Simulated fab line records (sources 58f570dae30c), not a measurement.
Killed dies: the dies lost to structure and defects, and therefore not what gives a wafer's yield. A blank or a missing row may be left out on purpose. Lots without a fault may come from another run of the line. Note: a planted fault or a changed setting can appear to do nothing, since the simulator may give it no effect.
The same fault as seen by 2 desks || flow berkeleyCmos170 || numbers are kept per desk, each desk with only its own; the story behind them comes last

== METROLOGY DESK ==
Means of the sampled wafers that have a number, per lot and without regard to the tool the lot ran on: this is what the gauges read. The brackets show how far a lot's mean lies from the usual mean; more than 4 standard deviations puts the lot out of limits, marked OUT.
Columns: A = M1_AL_RS at UCB170_M1_RS_MEAS_01, usual 0.0482 ohm/sq; B = M1_AL_THK at UCB170_M1_THK_MEAS_02, usual 607 nm; C = M2_AL_THK at UCB170_M2_THK_MEAS_03, usual 905 nm
{"lot": "L759", "first seen here": "day 7 00:27", "A": 0.0478, "B": 612, "C": 912}
{"lot": "L758", "first seen here": "day 7 02:23", "A": 0.0484, "B": 605, "C": 903}
{"lot": "L760", "first seen here": "day 7 12:19", "A": 0.0487, "B": 599, "C": 899}
{"lot": "L761", "first seen here": "day 7 20:53", "A": 0.0476, "B": 616, "C": 918}
{"lot": "L764", "first seen here": "day 9 05:21", "A": 0.0481, "B": 609, "C": 908}
{"lot": "L766", "first seen here": "day 9 06:19", "A": "0.0806 (+57) OUT", "B": "478 (-17) OUT", "C": 913}
{"lot": "L769", "first seen here": "day 10 01:34", "A": 0.0469, "B": 626, "C": 906}
{"lot": "L773", "first seen here": "day 10 11:08", "A": 0.0491, "B": 599, "C": 893}
{"lot": "L770", "first seen here": "day 10 12:25", "A": "0.0837 (+62) OUT", "B": "467 (-18) OUT", "C": 903}
{"lot": "L778", "first seen here": "day 11 12:32", "A": 0.0481, "B": 605, "C": 909}
{"lot": "L777", "first seen here": "day 11 14:02", "A": 0.0481, "B": 610, "C": 908}
{"lot": "L779", "first seen here": "day 11 23:22", "A": 0.0478, "B": 609, "C": 908}
{"lot": "L780", "first seen here": "day 11 23:35", "A": 0.0481, "B": 608, "C": 897}
{"lot": "L781", "first seen here": "day 12 09:59", "A": 0.0479, "B": 608, "C": 898}
This desk's result: L766, L770 out of limits, first on L766 (M1_AL_RS at UCB170_M1_RS_MEAS_01), day 9 06:19. L759, L758, L760, L761, L764, L769, L773, L778, L777, L779, L780, L781 stayed within limits.

== DESK OF THE TOOL OWNER: pvdSputter-03 ==
The tool's own readings at UCB170_M1_SPUTTER_00 (material Al, target thk 600 nm, time 80 s): means of the sampled wafers that have a number, for each lot that ran on this tool. The brackets show how far a lot's mean lies from the usual mean; more than 4 standard deviations puts the lot out of limits, marked OUT.
Columns: A = throttleValvePct at UCB170_M1_SPUTTER_00, usual 29.3 %
{"lot": "L758", "first seen here": "day 7 02:20", "A": 29.5}
{"lot": "L761", "first seen here": "day 7 20:48", "A": 29.3}
{"lot": "L766", "first seen here": "day 9 06:14", "A": 29.2}
{"lot": "L770", "first seen here": "day 10 12:21", "A": 28.9}
Result from this desk: across the 4 lots, nothing is out of limits.

== TAKEN TOGETHER ==
An alarm was possible from the metrology desk at day 9 06:19, on L766, L770.
The desk of the tool owner found nothing out of limits.
On record at the tool owner's desk: L766, L770, within its limits.
Every lot named ran UCB170_M1_SPUTTER_00 on pvdSputter-03.

== WHAT THE SIMULATOR HAD PUT IN ==
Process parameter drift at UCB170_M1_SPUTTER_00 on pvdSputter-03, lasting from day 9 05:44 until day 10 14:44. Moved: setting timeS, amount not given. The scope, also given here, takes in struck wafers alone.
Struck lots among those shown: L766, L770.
Per desk, hours elapsed from the start of the fault to the first reading out of limits: for the metrology desk, 1.
